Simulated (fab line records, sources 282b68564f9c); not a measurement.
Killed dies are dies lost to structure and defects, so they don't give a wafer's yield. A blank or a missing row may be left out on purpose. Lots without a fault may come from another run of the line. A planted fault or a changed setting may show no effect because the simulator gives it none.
One fault seen from 2 desks | flow rit_cmos | each desk has only its own numbers; what lay behind them comes last

THE METROLOGY DESK
What the gauges read, lot by lot, whatever tool the lot ran on: means of the sampled wafers that have a number. A lot is out of limits, marked OUT, if its mean lies more than 4 standard deviations from the usual mean; the brackets give that distance.
Columns: A = FIELD_OXIDE_LEFT_1_THK at RIT_FOX2_THK_MEAS_90, usual 325 nm; B = NWELL_TW at RIT_NWELL_TW_MEAS_10, usual 2139; C = cd_nm at RIT_CONTACT_CD_MEAS_08, usual 999.9 nm
lot  | first seen here | A   | B    | C
L892 | day 1 21:09     | 331 | 2122 | 1004.3
L894 | day 2 06:21     | 327 | 2157 | 1002.2
L895 | day 2 11:47     | 316 | 2144 | 1006.0
L897 | day 2 21:04     | 322 | 2144 | 994.9
L898 | day 3 01:30     | 327 | 2124 | 999.5
L899 | day 3 07:06     | 328 | 2121 | 996.9
L900 | day 3 11:34     | 327 | 2142 | 997.0
L901 | day 3 17:16     | 315 | 2148 | 1000.0
L902 | day 3 21:19     | 322 | 2152 | 1002.8
L904 | day 4 07:22     | 326 | 2152 | 999.3
L905 | day 4 12:22     | 322 | 2144 | 997.2
L910 | day 5 13:55     | 329 | 2148 | 986.9 (-4.8) OUT
L912 | day 5 23:24     | 320 | 2149 | 999.8
L913 | day 6 04:25     | 331 | 2146 | 989.1
This desk's finding: out of limits on L910; first on L910, day 6 21:51 (cd_nm at RIT_CONTACT_CD_MEAS_08). In limits: L892, L894, L895, L897, L898, L899, L900, L901, L902, L904, L905, L912, L913.

THE TOOL OWNER'S DESK: iline_stepper-01
The tool's own readings at RIT_CONTACT_EXPOSE_05 (exposes mask M11, target cd 1000 nm): means of the sampled wafers that have a number, for each lot that ran on this tool. A lot is out of limits, marked OUT, if its mean lies more than 4 standard deviations from the usual mean; the brackets give that distance.
Columns: A = exposure_dose_mJ_cm2 at RIT_CONTACT_EXPOSE_05, usual 250.03; B = focus_offset_nm at RIT_CONTACT_EXPOSE_05, usual 0.0 nm
lot  | first seen here | A                | B
L894 | day 3 16:11     | 250.15           | -0.1
L899 | day 4 15:22     | 250.26           | -0.4
L901 | day 5 01:25     | 249.95           | 0.1
L910 | day 6 21:13     | 240.66 (-37) OUT | 0.0
L913 | day 7 12:41     | 242.37 (-31) OUT | -0.9
This desk's finding: out of limits on L910, L913; first on L910, day 6 21:13 (exposure_dose_mJ_cm2 at RIT_CONTACT_EXPOSE_05). In limits: L894, L899, L901.

PUT TOGETHER
The tool owner's desk could have raised an alarm at day 6 21:13, on L910, L913.
The metrology desk could have raised an alarm at day 6 21:51, on L910.
The metrology desk has L913 on record, within its limits.
Of the lots named, all ran RIT_CONTACT_EXPOSE_05 on iline_stepper-01.

WHAT THE SIMULATOR HAD PUT IN
Process parameter drift: iline_stepper-01, from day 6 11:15 on, at RIT_CONTACT_EXPOSE_05. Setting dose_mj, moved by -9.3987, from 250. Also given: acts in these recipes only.
Lots struck among those shown: L910, L913.
Hours from the fault's start to each desk's first reading out of limits: the tool owner's desk, 10; the metrology desk, 11.
